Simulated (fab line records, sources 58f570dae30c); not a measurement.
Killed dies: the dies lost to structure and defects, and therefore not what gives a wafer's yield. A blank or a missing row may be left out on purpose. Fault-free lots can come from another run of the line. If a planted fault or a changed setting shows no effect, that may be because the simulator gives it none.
2 desks looking at one fault :: flow berkeley_cmos170 :: every desk sees just its own numbers, and what lay behind them comes last

AT THE TOOL OWNER'S DESK: pecvd-01
The tool's own readings at UCB170_SPACER_CVD_00 (deposits SiO2 from TEOS/O2, target thk 376 nm, time 47 s): means of the sampled wafers that have a number, for each lot that ran on this tool. The brackets show how far a lot's mean lies from the usual mean; more than 4 standard deviations puts the lot out of limits, marked OUT.
Columns: A = heater_power_w at UCB170_SPACER_CVD_00, usual 270 W
lot: L636
first seen here: day 9 20:58
A: 256

lot: L642
first seen here: day 10 22:27
A: 251

lot: L641
first seen here: day 10 23:04
A: 283
Finding of this desk: none of the 3 lots has anything out of limits.

FROM THE METROLOGY DESK
What the gauges read, lot by lot, whatever tool the lot ran on: means of the sampled wafers that have a number. The brackets show how far a lot's mean lies from the usual mean; more than 4 standard deviations puts the lot out of limits, marked OUT. Only the readings that lie furthest out on some lot appear, 7 of the 10 it has.
Columns: A = cd_nm at UCB170_NLDD_CD_MEAS_06, usual 1200.0 nm; B = NLDD_OVL at UCB170_NLDD_OVL_MEAS_07, usual -3 nm; C = NLDD_TW at UCB170_NLDD_TW_MEAS_11, usual 2221; D = SPACER_TEOS_THK at UCB170_SPACER_THK_MEAS_01, usual 377 nm; E = cd_nm at UCB170_PSD_CD_MEAS_06, usual 1200.0 nm; F = PSD_TW at UCB170_PSD_TW_MEAS_10, usual 2328; G = NSD_TW at UCB170_NSD_TW_MEAS_10, usual 4192
lot: L630
first seen here: day 8 05:28
A: 1198.3
B: -6
C: 2212
D: 380
E: 1198.9
F: 2359
G: 4239

lot: L637
first seen here: day 9 18:43
A: 1199.4
B: -8
C: 2203
D: 375
E: 1199.7
F: 2327
G: 4196

lot: L636
first seen here: day 9 19:01
A: 1200.6
B: 5
C: 2197
D: 374
E: 1203.6
F: 2325
G: 4224

lot: L642
first seen here: day 10 21:05
A: 1201.1
B: -5
C: 2240
D: 375
E: 1202.5
F: 2321
G: 4192

lot: L641
first seen here: day 10 22:17
A: 1199.3
B: -6
C: 2233
D: 377
E: 1199.0
F: 2321
G: 4151

lot: L646
first seen here: day 11 16:23
A: 1198.0
B: -12
C: 2205
D: 384
E: 1201.0
F: 2318
G: 4175
Finding of this desk: none of the 6 lots has anything out of limits.

BROUGHT TOGETHER
Nothing out of limits was seen by the tool owner's desk.
At the metrology desk, nothing out of limits was observed.

WHAT THE SIMULATOR PUT IN
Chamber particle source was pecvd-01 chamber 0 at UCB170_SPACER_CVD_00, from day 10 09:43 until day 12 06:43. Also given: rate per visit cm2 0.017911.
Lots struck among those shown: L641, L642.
